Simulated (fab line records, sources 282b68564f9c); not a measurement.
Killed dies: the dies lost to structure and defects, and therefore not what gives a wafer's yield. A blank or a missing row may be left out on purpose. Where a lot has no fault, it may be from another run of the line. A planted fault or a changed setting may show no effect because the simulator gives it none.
A lot that was struck, set against a sound lot -- flow rit-cmos -- 18 out of 202 route steps
Sound: wafers L496.3, L496.4, L496.5. Struck: wafers L498.1, L498.2, L498.3. The cause is named last.
For every step that has rows: the tool of each side, followed by ch and its chambers, followed by its first start. Under that, the readings that differ: sound wafers -- struck wafers -- difference of the means -- sigmas: that difference in standard deviations of wafers without a fault.
alike: a reading whose means differ by less than 2 such deviations, as well as words and numbers matching on both sides. not compared: withheld readings; readings where some wafer has no value; bounds like >300 that might hide an equal value; numbers whose values overlap and for which the record gives no deviation.
A row with sigmas, a row that says differs or no value, or rows on one side alone: a step with any of these is where the two part. Non-overlapping numbers with no deviation appear without sigmas and do not part them. A reading that every wafer of one side lacks parts them only if that side has two wafers or more.

first, 5 steps without rows for these wafers: RIT_NSD_COAT_01 (resist thk 1000 nm); RIT_NSD_SOFTBAKE_02 (time 60 s); RIT_NSD_EXPOSE_03 (exposes mask M9, target cd 40700 nm); RIT_NSD_PEB_04; RIT_NSD_DEVELOP_05 (develop time 50 s).
RIT_NSD_OVL_MEAS_06:
  sound on overlay-02 at day 4 13:56; struck on overlay-01 at day 4 22:31
  alike: NSD_OVL
then, 2 steps without rows for these wafers: RIT_NSD_HARDBAKE_07 (time 60 s); RIT_NSD_IMPLANT_08.
RIT_NSD_STRIP_09: strips in O2, time 180 s.
  sound on plasma-asher-02 ch 0,1, day 4 14:19; struck on plasma-asher-04 ch 0,1, day 4 22:50
  alike: drypump-motor-current-A
  not compared: rf-hours-counter-h
RIT_NSD_TW_MEAS_10:
  sound on film-metro-01 at day 4 14:28; struck on film-metro-01 at day 4 23:01
  alike: NSD_TW
then, 2 steps without rows for these wafers: RIT_PSD_HMDS_00 (prime time 60 s); RIT_PSD_COAT_01 (resist thk 1000 nm).
RIT_PSD_SOFTBAKE_02: time 60 s.
  sound on litho-track-02 ch 0, day 4 15:04; struck on litho-track-02 ch 0, day 4 23:25
reading,sound,struck,difference,sigmas
heater-power-total-W (W),34.59 34.60 34.52,38.78 38.75 38.69,+4.17,+87
plate-temp-C (C),90.04 90.03 90.15,97.74 97.79 97.86,+7.72,+59
model.NOVOLAK_of_PSD_COAT_01.thk-nm (nm),993.6 993 994.4,977.7 976.3 975.4,-17.2,
  alike: exhaust-pa
then, 2 steps without rows for these wafers: RIT_PSD_EXPOSE_03 (exposes mask M10, target cd 40900 nm); RIT_PSD_PEB_04.
RIT_PSD_DEVELOP_05: develop time 50 s.
  sound on litho-track-02 ch 0; struck on litho-track-02 ch 0
reading,sound,struck,difference,sigmas
model.NOVOLAK_of_PSD_COAT_01.thk-nm (nm),993.3 992.7 994.1,977.3 975.9 975.1,-17.3,
  alike: exhaust-pa
RIT_PSD_OVL_MEAS_06:
  sound on overlay-02 at day 4 15:41; struck on overlay-01 at day 4 23:58
  alike: PSD_OVL
RIT_M1_PROBE_99:
  sound on prober-01 at day 5 01:02; struck on prober-01 at day 5 08:11
  alike: killed_at_M0_to_M3, killed-at-contacts, killed-at-front-end, killed-dies, killed-open, killed-short

## WHERE THEY PART
Within this record, at RIT_PSD_SOFTBAKE_02 only. Later steps at which nothing parts them and some readings are alike: RIT_PSD_DEVELOP_05, RIT_PSD_OVL_MEAS_06, RIT_M1_PROBE_99.

WHY: what had been put in by the simulator
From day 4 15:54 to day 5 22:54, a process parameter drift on litho-track-02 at RIT_PSD_SOFTBAKE_02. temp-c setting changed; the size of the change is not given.
